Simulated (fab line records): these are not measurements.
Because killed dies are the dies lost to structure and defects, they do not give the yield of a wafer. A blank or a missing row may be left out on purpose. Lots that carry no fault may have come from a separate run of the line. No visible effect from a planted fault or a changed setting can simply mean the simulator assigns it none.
fab line records	flow rit-cmos
[record] lots = 15	wafers = 45	last-day = 7
route steps=202 shown NWELL@51 NLDD@108 PLDD@120 NSD@140 M1@202
lots untouched by any fault: they come from a run of this same line in which no faults occurred
start-h: hours from the record's opening day to when the first of the lot's shown wafers began	wait-h: hours since the lot's step before	" same as the row above	L1.1+2: one row covering several wafers at once	- value missing, or start not given	* or withheld: withheld	< > ~ a bound
route shown NAME@n: NAME is a module with steps in the file, n the number in the route of the first one	usual: average and standard deviation across the fault-free wafers	same: alike in all rows	chamber/n: place in a boat	sites: per-site readings	_std_site: the values' standard deviation	_edge_site: mean of outer sites minus mean of inner sites	radius-mm: for every site, how far away it sits from the centre of the wafer	mask NAME#n: copy n	behind: the most recent tool/chamber to have shaped the wafer	hold: why the lot went on hold/how many hours it stayed there/how the hold came to an end	device: names the non-switching transistor (n, p or np)	end of line: the same wafers' tests at the end of the route	a step with no rows: only its recipe	killed: dies lost to structure and defects at the first sort, not the wafer's yield	map: the dies of a wafer, with x for killed, . for not killed, _ for no die there
set.NAME: the setting the step ran with; set.NAME@STEP: the setting that earlier step ran with	model.NAME: the simulator's own value behind a step, which no gauge read
the route's steps for a sample of lots (tables are steps, rows are wafers)
services: when a tool's chamber went out of use (start-h, in hours from the record's first day, below 0 if earlier), for how many hours, and the reason
[[steps]]
[step RIT_WELLDRIVE_RS_MEAS_01]
[recipe] thk-meas-gauge = four-point-probe
[usual] NWELL_RS = 275.9/0.67
lot.wafer	tool	chamber	start-h	wait-h	NWELL_RS[ohm/sq]
L967.2	film-metro-03	-	29.97	0.0	275.3
L967.3	"	-	"	"	275.1
L967.4	"	-	"	"	276.2
L969.1	film-metro-02	-	38.15	0.0	276.5
L969.2	"	-	"	"	276.2
L969.5	"	-	"	"	276.7
L970.1	film-metro-01	-	43.79	0.0	275.1
L970.3	"	-	"	"	275.3
L970.4	"	-	"	"	275.1
L972.2	film-metro-01	-	54.95	0.0	276.1
L972.5	"	-	"	"	276.9
L972.6	"	-	"	"	275.5
L973.1	film-metro-01	-	58.94	0.0	275.6
L973.3	"	-	"	"	276.8
L973.4	"	-	"	"	276.2
L975.1	film-metro-01	-	67.74	0.0	275.1
L975.2	"	-	"	"	274.9
L975.5	"	-	"	"	275.1
L976.1	film-metro-01	-	73.68	0.0	275.0
L976.4	"	-	"	"	275.6
L976.6	"	-	"	"	277.3
L977.1	film-metro-01	-	78.45	0.0	276.2
L977.3	"	-	"	"	276.4
L977.6	"	-	"	"	276.4
L978.1	film-metro-01	-	83.54	0.0	275.3
L978.2	"	-	"	"	275.3
L978.5	"	-	"	"	275.1
L979.1	film-metro-03	-	88.80	0.0	276.3
L979.4	"	-	"	"	275.2
L979.5	"	-	"	"	275.3
L980.4	film-metro-02	-	93.57	0.1	276.2
L980.5	"	-	"	"	276.6
L980.6	"	-	"	"	276.1
L986.2	film-metro-01	-	125.00	0.0	275.9
L986.3	"	-	"	"	276.3
L986.6	"	-	"	"	276.9
L987.4	film-metro-02	-	128.31	0.1	275.7
L987.5	"	-	"	"	275.7
L987.6	"	-	"	"	275.1
L988.1	film-metro-01	-	133.93	0.0	276.6
L988.5	"	-	"	"	275.8
L988.6	"	-	"	"	276.3
L989.2	film-metro-01	-	138.86	0.0	276.8
L989.5	"	-	"	"	275.9
L989.6	"	-	"	"	277.6
[step RIT_NLDD_DEVELOP_05]
[recipe] resist = NOVOLAK	develop-time-s = 50	dev-temp-c = 23
[usual] developer-temp-C = 23.01/0.11	resist-line-temp-C = 22.99/0.11
lot.wafer	tool	chamber	start-h	wait-h	developer-temp-C	resist-line-temp-C
L967.2	litho-track-02	0	42	-	22.89	22.97
L967.3	"	0	"	"	22.87	23.11
L967.4	"	0	"	"	22.81	22.95
L969.1	litho-track-03	0	52	-	23.16	23.13
L969.2	"	0	"	"	23.37	22.84
L969.5	"	0	"	"	23.17	23.17
L970.1	litho-track-03	0	56	-	23.10	22.87
L970.3	"	0	"	"	23.06	22.99
L970.4	"	0	"	"	23.07	23.01
L972.2	litho-track-02	0	69	-	23.11	23.00
L972.5	"	0	"	"	23.21	22.87
L972.6	"	0	"	"	23.03	22.94
L973.1	litho-track-01	0	71	-	23.06	22.93
L973.3	"	0	"	"	22.88	23.01
L973.4	"	0	"	"	22.88	23.07
L975.1	litho-track-02	0	81	-	23.08	22.87
L975.2	"	0	"	"	22.86	22.94
L975.5	"	0	"	"	23.11	22.76
L976.1	litho-track-02	0	92	-	22.91	23.00
L976.4	"	0	"	"	22.91	22.78
L976.6	"	0	"	"	22.75	22.76
L977.1	litho-track-03	0	92	-	23.05	22.82
L977.3	"	0	"	"	23.10	22.86
L977.6	"	0	"	"	22.97	22.91
L978.1	litho-track-02	0	97	-	23.07	23.08
L978.2	"	0	"	"	23.06	23.00
L978.5	"	0	"	"	23.09	22.86
L979.1	litho-track-02	0	102	-	22.87	22.91
L979.4	"	0	"	"	22.86	23.08
L979.5	"	0	"	"	22.98	23.11
L980.4	litho-track-03	0	108	-	23.07	22.86
L980.5	"	0	"	"	23.02	22.97
L980.6	"	0	"	"	22.93	23.12
L986.2	litho-track-01	0	137	-	22.88	23.03
L986.3	"	0	"	"	23.01	22.95
L986.6	"	0	"	"	22.95	22.97
L987.4	litho-track-03	0	141	-	25.41	22.99
L987.5	"	0	"	"	25.26	23.02
L987.6	"	0	"	"	25.23	23.08
L988.1	litho-track-03	0	146	-	25.40	22.97
L988.5	"	0	"	"	25.45	23.08
L988.6	"	0	"	"	25.41	22.98
L989.2	litho-track-03	0	151	-	25.41	23.04
L989.5	"	0	"	"	25.39	22.99
L989.6	"	0	"	"	25.27	23.07
[step RIT_PLDD_OVL_MEAS_06]
[usual] PLDD_OVL = 0.2/1.4
lot.wafer	tool	chamber	start-h	wait-h	PLDD_OVL[nm]
L967.2	overlay-02	-	43.92	-	2.9
L967.3	"	-	"	"	3.5
L967.4	"	-	"	"	2.1
L969.1	overlay-02	-	54.31	-	2.1
L969.2	"	-	"	"	1.2
L969.5	"	-	"	"	2.8
L970.1	overlay-02	-	57.94	-	1.2
L970.3	"	-	"	"	0.2
L970.4	"	-	"	"	0.3
L972.2	overlay-02	-	71.25	-	1.0
L972.5	"	-	"	"	0.9
L972.6	"	-	"	"	0.2
L973.1	overlay-02	-	72.98	-	-1.1
L973.3	"	-	"	"	-0.8
L973.4	"	-	"	"	0.0
L975.1	overlay-01	-	82.95	-	0.0
L975.2	"	-	"	"	0.9
L975.5	"	-	"	"	0.3
L976.1	overlay-02	-	93.84	-	3.4
L976.4	"	-	"	"	2.9
L976.6	"	-	"	"	3.8
L977.1	overlay-01	-	94.24	-	-1.5
L977.3	"	-	"	"	0.2
L977.6	"	-	"	"	-1.5
L978.1	overlay-01	-	98.89	-	0.0
L978.2	"	-	"	"	-0.8
L978.5	"	-	"	"	-0.3
L979.1	overlay-02	-	103.88	-	1.3
L979.4	"	-	"	"	0.0
L979.5	"	-	"	"	0.9
L980.4	overlay-02	-	109.89	-	-1.4
L980.5	"	-	"	"	-1.0
L980.6	"	-	"	"	-0.1
L986.2	overlay-02	-	139.53	-	-1.0
L986.3	"	-	"	"	-0.4
L986.6	"	-	"	"	0.4
L987.4	overlay-02	-	143.10	-	0.0
L987.5	"	-	"	"	0.1
L987.6	"	-	"	"	0.7
L988.1	overlay-01	-	148.50	-	-1.4
L988.5	"	-	"	"	-0.9
L988.6	"	-	"	"	0.2
L989.2	overlay-02	-	152.87	-	-1.3
L989.5	"	-	"	"	-0.7
L989.6	"	-	"	"	0.3
[step RIT_NSD_STRIP_09]
[recipe] chemistry = O2	time-s = 180	resist = NOVOLAK	platen-temp-c = withheld	power-w = 500	pressure-mtorr = 4000	o2-flow-sccm = 4000
[usual] drypump-motor-current-A = 5.8/0.57
lot.wafer	tool	chamber	start-h	wait-h	drypump-motor-current-A	rf-hours-counter-h
L967.2	plasma-asher-01	1	48.29	0.1	6.0	37
L967.3	"	0	"	"	6.4	-
L967.4	"	1	"	"	6.0	-
L969.1	plasma-asher-01	1	58.59	0.1	6.1	39
L969.2	"	0	"	"	6.3	39
L969.5	"	1	"	"	6.1	-
L970.1	plasma-asher-04	1	62.37	0.1	6.3	42
L970.3	"	0	"	"	5.0	-
L970.4	"	1	"	"	6.3	-
L972.2	plasma-asher-02	1	75.62	0.1	4.7	30
L972.5	"	1	"	"	4.8	-
L972.6	"	0	"	"	5.7	-
L973.1	plasma-asher-04	0	77.71	0.1	5.0	44
L973.3	"	0	"	"	5.0	-
L973.4	"	1	"	"	6.3	-
L975.1	plasma-asher-01	1	88.23	0.1	6.0	42
L975.2	"	0	"	"	6.3	42
L975.5	"	1	"	"	6.1	-
L976.1	plasma-asher-04	1	98.21	0.1	6.2	45
L976.4	"	1	"	"	6.3	-
L976.6	"	1	"	"	6.2	-
L977.1	plasma-asher-02	0	100.06	0.1	5.7	32
L977.3	"	0	"	"	5.7	-
L977.6	"	1	"	"	4.7	-
L978.1	plasma-asher-01	1	103.27	0.1	6.0	43
L978.2	"	0	"	"	6.4	43
L978.5	"	1	"	"	6.1	-
L979.1	plasma-asher-01	1	108.17	0.1	6.1	43
L979.4	"	1	"	"	6.0	-
L979.5	"	1	"	"	6.0	-
L980.4	plasma-asher-02	0	114.38	0.1	5.7	-
L980.5	"	1	"	"	4.7	-
L980.6	"	0	"	"	5.7	-
L986.2	plasma-asher-01	0	145.07	0.1	6.4	3
L986.3	"	0	"	"	6.4	-
L986.6	"	0	"	"	6.3	-
L987.4	plasma-asher-04	1	147.61	0.1	6.2	-
L987.5	"	1	"	"	6.3	-
L987.6	"	0	"	"	5.0	-
L988.1	plasma-asher-01	1	152.78	0.1	6.1	4
L988.5	"	1	"	"	6.0	-
L988.6	"	0	"	"	6.3	-
L989.2	plasma-asher-01	1	157.42	0.1	6.0	4
L989.5	"	0	"	"	6.3	-
L989.6	"	1	"	"	6.0	-
[step RIT_M1_PROBE_99]
[usual] killed-at-contacts = 0.1/0.24	killed-at-front-end = 7/3.1	killed-dies = 7/3.1	killed-open = 3.6/2.1	killed-short = 3.2/2
[same] gross-dies = 264	killed_at_M0_to_M3 = 0	killed_at_M4_up = 0	killed-at-back-side = 0	killed-at-other = 0
lot.wafer	tool	chamber	start-h	wait-h	killed-at-contacts	killed-at-front-end	killed-dies	killed-open	killed-short
L967.2	prober-02	-	57.98	0.1	0	5	5	1	4
L967.3	prober-02	-	58.03	0.2	0	11	11	7	4
L967.4	prober-02	-	58.08	0.2	0	8	8	5	3
L969.1	prober-02	-	69.36	0.1	0	7	7	4	3
L969.2	prober-02	-	69.41	0.1	0	4	4	2	2
L969.5	prober-02	-	69.56	0.2	0	6	6	4	2
L970.1	prober-01	-	72.03	0.1	0	4	4	2	2
L970.3	prober-01	-	72.13	0.2	0	10	10	8	2
L970.4	prober-01	-	72.18	0.2	0	9	9	5	4
L972.2	prober-01	-	85.83	0.1	0	3	3	2	1
L972.5	prober-01	-	85.98	0.2	0	6	6	0	6
L972.6	prober-01	-	86.03	0.2	0	3	3	1	2
L973.1	prober-02	-	87.51	0.1	0	2	2	1	1
L973.3	prober-02	-	87.61	0.2	0	11	11	6	5
L973.4	prober-02	-	87.66	0.2	0	9	9	7	2
L975.1	prober-02	-	98.10	0.1	0	3	3	3	0
L975.2	prober-02	-	98.15	0.1	0	2	2	2	0
L975.5	prober-02	-	98.30	0.2	0	7	7	7	0
L976.1	prober-01	-	110.12	0.1	0	3	3	2	1
L976.4	prober-01	-	110.27	0.2	1	10	11	6	5
L976.6	prober-01	-	110.37	0.2	0	9	9	6	3
L977.1	prober-02	-	110.12	0.1	0	7	7	4	3
L977.3	prober-02	-	110.22	0.2	0	10	10	6	4
L977.6	prober-02	-	110.37	0.2	0	5	5	2	3
L978.1	prober-01	-	115.11	0.1	0	5	5	1	4
L978.2	prober-01	-	115.16	0.1	0	8	8	1	7
L978.5	prober-01	-	115.31	0.2	0	9	9	6	3
L979.1	prober-02	-	117.91	0.1	0	5	5	2	3
L979.4	prober-02	-	118.06	0.2	0	3	3	2	1
L979.5	prober-02	-	118.11	0.2	0	10	10	4	6
L980.4	prober-01	-	124.65	0.2	0	5	5	3	2
L980.5	prober-01	-	124.70	0.2	0	6	6	4	2
L980.6	prober-01	-	124.75	0.2	0	5	5	3	2
L986.2	prober-01	-	155.63	0.1	0	6	6	2	4
L986.3	prober-01	-	155.68	0.2	0	10	10	7	3
L986.6	prober-01	-	155.83	0.2	0	7	7	4	3
L987.4	prober-02	-	157.63	0.2	0	5	5	2	3
L987.5	prober-02	-	157.68	0.2	0	7	7	3	4
L987.6	prober-02	-	157.73	0.2	0	10	10	5	5
L988.1	prober-01	-	162.78	0.1	0	3	3	2	1
L988.5	prober-01	-	162.98	0.2	0	5	5	1	4
L988.6	prober-01	-	163.03	0.2	0	7	7	5	2
L989.2	prober-02	-	167.14	0.1	0	2	2	2	0
L989.5	prober-02	-	167.29	0.2	1	5	6	1	5
L989.6	prober-02	-	167.34	0.2	0	8	8	6	2
// killed by level:class
L967.2 FOX1:geometric-particle:short=1 FOX1:geometric-particle:open=1 GATE:geometric-particle:short=1 SPACER:geometric-particle:short=1 SILICIDE:geometric-particle:short=1
L967.3 GATE:geometric-particle:short=4 FOX2:geometric-particle:open=3 GATE:geometric-particle:open=3 SPACER:geometric-particle:open=1
L967.4 GATE:geometric-particle:open=2 FOX1:geometric-particle:open=1 FOX2:geometric-particle:short=1 GATE:geometric-particle:short=1 REOX:geometric-particle:open=1 SPACER:geometric-particle:short=1 SILICIDE:geometric-particle:open=1
L969.1 GATE:geometric-particle:open=2 FOX1:geometric-particle:short=1 FOX1:geometric-particle:open=1 FOX2:geometric-particle:short=1 GATE:geometric-particle:short=1 SILICIDE:geometric-particle:open=1
L969.2 FOX2:geometric-particle:open=2 REOX:geometric-particle:short=1 SILICIDE:geometric-particle:short=1
L969.5 GATE:geometric-particle:open=3 GATE:geometric-particle:short=2 FOX1:geometric-particle:open=1
L970.1 GATE:geometric-particle:open=1 REOX:geometric-particle:open=1 REOX:geometric-particle:short=1 SPACER:geometric-particle:short=1
L970.3 SPACER:geometric-particle:open=3 GATE:geometric-particle:open=2 FOX1:geometric-particle:open=1 FOX1:geometric-particle:short=1 FOX2:geometric-particle:open=1 REOX:geometric-particle:open=1 SPACER:geometric-particle:short=1
L970.4 GATE:geometric-particle:open=4 GATE:geometric-particle:short=2 SPACER:geometric-particle:short=2 REOX:geometric-particle:open=1
L972.2 FOX1:geometric-particle:short=1 FOX1:geometric-particle:open=1 GATE:geometric-particle:open=1
L972.5 GATE:geometric-particle:short=3 ACTIVE:geometric-particle:short=1 REOX:geometric-particle:short=1 SILICIDE:geometric-particle:short=1
L972.6 FOX1:geometric-particle:short=2 GATE:geometric-particle:open=1
L973.1 FOX1:geometric-particle:open=1 SILICIDE:geometric-particle:short=1
L973.3 GATE:geometric-particle:short=4 GATE:geometric-particle:open=3 REOX:geometric-particle:open=2 SILICIDE:geometric-particle:open=1 SILICIDE:geometric-particle:short=1
L973.4 FOX1:geometric-particle:open=4 GATE:geometric-particle:open=2 FOX1:geometric-particle:short=1 GATE:geometric-particle:short=1 REOX:geometric-particle:open=1
L975.1 GATE:geometric-particle:open=3
L975.2 GATE:geometric-particle:open=1 SILICIDE:geometric-particle:open=1
L975.5 FOX1:geometric-particle:open=3 GATE:geometric-particle:open=3 SILICIDE:geometric-particle:open=1
L976.1 REOX:geometric-particle:short=1 REOX:geometric-particle:open=1 SPACER:geometric-particle:open=1
L977.1 GATE:geometric-particle:short=2 FOX1:geometric-particle:open=1 GATE:geometric-particle:open=1 REOX:geometric-particle:open=1 SPACER:geometric-particle:short=1 SILICIDE:geometric-particle:open=1
L977.3 FOX2:geometric-particle:short=2 GATE:geometric-particle:open=2 SILICIDE:geometric-particle:open=2 FOX1:geometric-particle:open=1 FOX2:geometric-particle:open=1 GATE:geometric-particle:short=1 SILICIDE:geometric-particle:short=1
L976.4 REOX:geometric-particle:open=3 GATE:geometric-particle:open=2 REOX:geometric-particle:short=2 FOX1:geometric-particle:short=1 FOX2:geometric-particle:open=1 SILICIDE:geometric-particle:short=1 CONTACT:geometric-particle:short=1
L976.6 REOX:geometric-particle:open=2 SPACER:geometric-particle:open=2 FOX1:geometric-particle:short=1 GATE:geometric-particle:open=1 REOX:geometric-particle:short=1 SILICIDE:geometric-particle:open=1 SILICIDE:geometric-particle:short=1
L977.6 GATE:geometric-particle:short=3 SPACER:geometric-particle:open=1 SILICIDE:geometric-particle:open=1
L978.1 GATE:geometric-particle:short=2 FOX1:geometric-particle:open=1 REOX:geometric-particle:short=1 SPACER:geometric-particle:short=1
L978.2 GATE:geometric-particle:short=3 FOX2:geometric-particle:short=2 SILICIDE:geometric-particle:short=2 GATE:geometric-particle:open=1
L978.5 GATE:geometric-particle:open=3 FOX1:geometric-particle:short=2 REOX:geometric-particle:open=2 FOX2:geometric-particle:short=1 SPACER:geometric-particle:open=1
L979.1 FOX1:geometric-particle:short=2 FOX1:geometric-particle:open=1 GATE:geometric-particle:open=1 GATE:geometric-particle:short=1
L979.4 GATE:geometric-particle:open=2 SPACER:geometric-particle:short=1
L979.5 FOX1:geometric-particle:short=3 GATE:geometric-particle:open=3 GATE:geometric-particle:short=2 FOX1:geometric-particle:open=1 FOX2:geometric-particle:short=1
L980.4 FOX2:geometric-particle:short=1 FOX2:geometric-particle:open=1 GATE:geometric-particle:open=1 SPACER:geometric-particle:short=1 SILICIDE:geometric-particle:open=1
L980.5 GATE:geometric-particle:open=3 FOX1:geometric-particle:open=1 FOX1:geometric-particle:short=1 GATE:geometric-particle:short=1
L980.6 GATE:geometric-particle:open=2 FOX1:geometric-particle:open=1 GATE:geometric-particle:short=1 SPACER:geometric-particle:short=1
L986.2 SILICIDE:geometric-particle:short=2 GATE:geometric-particle:short=1 GATE:geometric-particle:open=1 REOX:geometric-particle:open=1 SPACER:geometric-particle:short=1
L986.3 GATE:geometric-particle:open=2 SILICIDE:geometric-particle:short=2 SILICIDE:geometric-particle:open=2 FOX2:geometric-particle:open=1 REOX:geometric-particle:short=1 REOX:geometric-particle:open=1 SPACER:geometric-particle:open=1
L986.6 GATE:geometric-particle:open=2 SPACER:geometric-particle:open=2 SILICIDE:geometric-particle:short=2 GATE:geometric-particle:short=1
L987.4 GATE:geometric-particle:short=3 GATE:geometric-particle:open=2
L987.5 GATE:geometric-particle:short=2 REOX:geometric-particle:open=2 FOX1:geometric-particle:short=1 GATE:geometric-particle:open=1 SILICIDE:geometric-particle:short=1
L987.6 FOX1:geometric-particle:short=4 GATE:geometric-particle:open=2 FOX1:geometric-particle:open=1 GATE:geometric-particle:short=1 REOX:geometric-particle:open=1 SPACER:geometric-particle:open=1
L988.1 GATE:geometric-particle:open=2 GATE:geometric-particle:short=1
L988.5 GATE:geometric-particle:short=3 FOX2:geometric-particle:open=1 FOX2:geometric-particle:short=1
L988.6 GATE:geometric-particle:open=2 GATE:geometric-particle:short=2 SPACER:geometric-particle:open=2 FOX2:geometric-particle:open=1
L989.2 GATE:geometric-particle:open=2
L989.5 GATE:geometric-particle:short=3 FOX1:geometric-particle:short=1 SPACER:geometric-particle:short=1 CONTACT:geometric-particle:open=1
L989.6 GATE:geometric-particle:open=5 GATE:geometric-particle:short=2 FOX1:geometric-particle:open=1
[[services]]
tool	chamber	start-h	hours	kind
plasma-asher-01	-	108.75	9.0	pm
plasma-asher-01	0	108.75	9.0	vent-cycle
plasma-asher-01	1	108.75	9.0	vent-cycle
plasma-asher-01	-	115.26	0.9	repair
plasma-asher-01	0	117.75	-	clean
plasma-asher-01	1	117.75	-	clean
[[key]]
[first-sign] step = RIT_NLDD_DEVELOP_05	reading = developer-temp-C	direction = up	sigmas = 22	usual = *	struck = *
effect none on later readings
met-at RIT_NLDD_DEVELOP_05
struck-lots L987,L988,L989
tester-left-out L987,L988,L989
not-acting-at RIT_WELLDRIVE_RS_MEAS_01,RIT_PLDD_OVL_MEAS_06,RIT_NSD_STRIP_09
onset-between 108 141
[fault] kind = process-parameter-drift	tool = litho-track-03	chamber = -	onset-h = 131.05	steps = RIT_NLDD_DEVELOP_05	channel = dev-temp-c	offset = *	shape = step	end-h = 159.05	acts-in = *	stated = *
// tester-left-out: of these lots the tester's yield and bins aren't shown, on N5 and GAA mostly nor the transistor test; their killed dies are dies lost to structure and defects alone, not to doping, threshold or leakage, so they don't give the yield
